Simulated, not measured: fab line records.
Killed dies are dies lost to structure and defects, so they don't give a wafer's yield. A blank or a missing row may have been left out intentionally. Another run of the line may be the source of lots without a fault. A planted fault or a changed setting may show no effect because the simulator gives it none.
A lot that was struck, set against a sound lot    flow rit cmos    44 out of 202 route steps
Sound: wafers L329.1, L329.2, L329.3. The struck wafers were L316.3, L316.4, L316.6. The cause is given at the end.
For every step that has rows: the tool of each side, followed by ch and its chambers, followed by its first start. Under that, the readings that differ: sound wafers    struck wafers    difference of the means    sigmas: that difference in standard deviations of wafers without a fault.
alike: words and numbers the same on both sides, and readings whose means are apart by under 2 such deviations; not compared: readings that were withheld, readings missing a value for some wafer, numbers with overlapping values and no deviation given by the record, and bounds like >300 which may hide the same value.
The two part at a step that has a row with sigmas, a row that says differs or no value, or rows on one side only. Numbers that don't overlap but have no deviation are shown without sigmas and don't part them. A reading missing from all wafers of one side parts the sides only when that side holds two or more wafers.

first, 4 steps without rows for these wafers: RIT_PLDD_SOFTBAKE_02 (time 60 s); RIT_PLDD_EXPOSE_03 (exposes mask M8, target cd 40900 nm); RIT_PLDD_PEB_04; RIT_PLDD_DEVELOP_05 (develop time 50 s).
RIT_PLDD_OVL_MEAS_06:
  sound on overlay-02, day 6 23:05; struck on overlay-01, day 4 06:27
  alike: PLDD_OVL
then, 2 steps without rows for these wafers: RIT_PLDD_HARDBAKE_07 (time 60 s); RIT_PLDD_IMPLANT_08.
RIT_PLDD_STRIP_09: strips in O2, time 180 s.
  sound on plasma asher-03 ch 0,1, day 6 23:25; struck on plasma asher-01 ch 0,1, day 4 06:50
  alike: drypump motor current A
  not compared: rf hours counter h
RIT_PLDD_TW_MEAS_10:
  sound on film metro-04, day 6 23:36; struck on film metro-03, day 4 06:58
  alike: PLDD_TW
then, 3 steps without rows for these wafers: RIT_SPACER_CLEAN_00 (cleans in SC1, time 600 s); RIT_SPACER_CLEAN_01 (cleans in dHF, time 30 s); RIT_SPACER_CLEAN_02 (cleans in SC2, time 600 s).
RIT_SPACER_CVD_03: deposits Si3N4 from SiH2Cl2/NH3, target thk 250 nm, time 3300 s.
  sound on lpcvd-02 ch 0, day 7 00:04; struck on lpcvd-01 ch 0, day 4 07:23
reading                                   sound              struck             difference                     sigmas
spike tc load C (C)                       832.5 832.9 830.6  836.7 837.4 837.0  +5.0                           +2
susceptor temp C (C)                      809.9 810.0 810.0  - - -              no value on the struck wafers  
model.Si3N4_of_SPACER_CVD_03.thk nm (nm)  248.9 247.7 250.9  217.6 216.2 213.6  -33.4                          
RIT_SPACER_THK_MEAS_04:
  sound on film metro-01, day 7 01:59; struck on film metro-01, day 4 09:20
reading                  sound              struck             difference  sigmas
SPACER_NITRIDE_THK (nm)  248.9 247.8 250.8  217.5 216.2 213.6  -33.4       -15
RIT_SPACER_ETCHBACK_05: etches Si3N4 in SF6/CHF3, stops on SiO2, target depth 250 nm, time 240 s.
  sound on rie diel-04 ch 0,1,2, day 7 02:03; struck on rie diel-03 ch 2,3, day 4 09:22
reading                   sound              struck             difference  sigmas
oes product au (a.u.)     0.837 0.841 0.856  0.752 0.752 0.752  -0.093      -8
model.etch.depth nm (nm)  248.9 247.7 250.9  217.6 216.2 213.6  -33.4       
  alike: drypump motor current A, throttle valve pct
  not compared: rf hours counter h
then, 6 steps without rows for these wafers: RIT_NSD_HMDS_00 (prime time 60 s); RIT_NSD_COAT_01 (resist thk 1000 nm); RIT_NSD_SOFTBAKE_02 (time 60 s); RIT_NSD_EXPOSE_03 (exposes mask M9, target cd 40700 nm); RIT_NSD_PEB_04; RIT_NSD_DEVELOP_05 (develop time 50 s).
RIT_NSD_OVL_MEAS_06:
  sound on overlay-02, day 7 03:13; struck on overlay-01, day 4 10:23
reading       sound        struck          difference  sigmas
NSD_OVL (nm)  2.4 0.9 0.8  -0.9 -1.7 -1.4  -2.7        -2
then, 2 steps without rows for these wafers: RIT_NSD_HARDBAKE_07 (time 60 s); RIT_NSD_IMPLANT_08.
RIT_NSD_STRIP_09: strips in O2, time 180 s.
  sound on plasma asher-04 ch 0,1, day 7 03:33; struck on plasma asher-01 ch 0,1, day 4 10:47
  alike: drypump motor current A
  not compared: rf hours counter h
RIT_NSD_TW_MEAS_10:
  sound on film metro-04, day 7 03:44; struck on film metro-03, day 4 10:55
  alike: NSD_TW
then, 6 steps without rows for these wafers: RIT_PSD_HMDS_00 (prime time 60 s); RIT_PSD_COAT_01 (resist thk 1000 nm); RIT_PSD_SOFTBAKE_02 (time 60 s); RIT_PSD_EXPOSE_03 (exposes mask M10, target cd 40900 nm); RIT_PSD_PEB_04; RIT_PSD_DEVELOP_05 (develop time 50 s).
RIT_PSD_OVL_MEAS_06:
  sound on overlay-02, day 7 04:38; struck on overlay-01, day 4 11:49
  alike: PSD_OVL
then, 2 steps without rows for these wafers: RIT_PSD_HARDBAKE_07 (time 60 s); RIT_PSD_IMPLANT_08.
RIT_PSD_STRIP_09: strips in O2, time 180 s.
  sound on plasma asher-04 ch 0,1, day 7 04:59; struck on plasma asher-01 ch 0,1, day 4 12:12
  alike: drypump motor current A
  not compared: rf hours counter h
RIT_PSD_TW_MEAS_10:
  sound on film metro-04, day 7 05:09; struck on film metro-02, day 4 12:20
reading  sound           struck          difference  sigmas
PSD_TW   3432 3432 3448  3531 3507 3506  +77         +2
then, 3 steps without rows for these wafers: RIT_SDANNEAL_CLEAN_00 (cleans in SC1, time 600 s); RIT_SDANNEAL_CLEAN_01 (cleans in dHF, time 30 s); RIT_SDANNEAL_CLEAN_02 (cleans in SC2, time 600 s).
RIT_SDANNEAL_RTA_03: time 5 s.
  sound on rtp anneal-02 ch 0, day 7 05:37; struck on rtp anneal-01 ch 0, day 4 12:46
reading            sound                 struck                difference  sigmas
anneal temp c max  1053.1 1053.9 1052.4  1058.5 1059.5 1056.9  +5.2        +2
  alike: wafer_temp_C_max
RIT_SDANNEAL_RS_MEAS_04: uses a four-point probe to measure.
  sound on film metro-04, day 7 05:40; struck on film metro-03, day 4 12:50
  alike: PSD_RS
RIT_SILICIDE_WET_ETCH_00: etches SiO2 in BOE, target depth 14 nm, time 15 s.
  sound on wet bench-02 ch 1, day 7 06:09; struck on wet bench-04 ch 0, day 4 13:17
reading                                   sound              struck         difference  sigmas
model.Si3N4_of_SPACER_CVD_03.thk nm (nm)  192.6 192.5 193.9  169.1 168 166  -25.3       
RIT_M1_PROBE_99:
  sound on prober-02, day 7 13:29; struck on prober-01, day 4 23:14
reading                              sound              struck             difference  sigmas
model.etest.pmos turned.r on ohm um  3370 3402 3363     3611 3664 3659     +266        
model.etest.pmos_0p15.r on ohm um    2692 2738 2685     2951 3010 2987     +278        
model.etest.nmos_0p15.r on ohm um    1150 1163 1146     1205 1244 1252     +81         
model.etest.pplus sal.width nm (nm)  3443 3438 3437     3508 3482 3484     +52         
model.etest.nplus sal.width nm (nm)  3446 3428 3436     3486 3483 3492     +50         
model.etest.pwell pinched.rs ohm sq  462.3 456.9 461.6  480.8 480.9 479.6  +20.2       
model.etest.nwell pinched.rs ohm sq  337.4 337.6 337.6  351 350.7 350.8    +13         
  alike: killed_at_M0_to_M3, killed at front end, killed dies, killed open, killed short
  not compared: model.etest.nmos_0p3.r on ohm um

## WHERE THEY PART
Last at RIT_SDANNEAL_RTA_03 as far as this record goes, first at RIT_SPACER_CVD_03. Later steps at which nothing parts them and some readings are alike: RIT_SDANNEAL_RS_MEAS_04, RIT_M1_PROBE_99.

WHY: whatever the simulator had introduced
lpcvd-01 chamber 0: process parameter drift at RIT_SPACER_CVD_03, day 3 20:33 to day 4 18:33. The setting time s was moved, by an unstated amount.
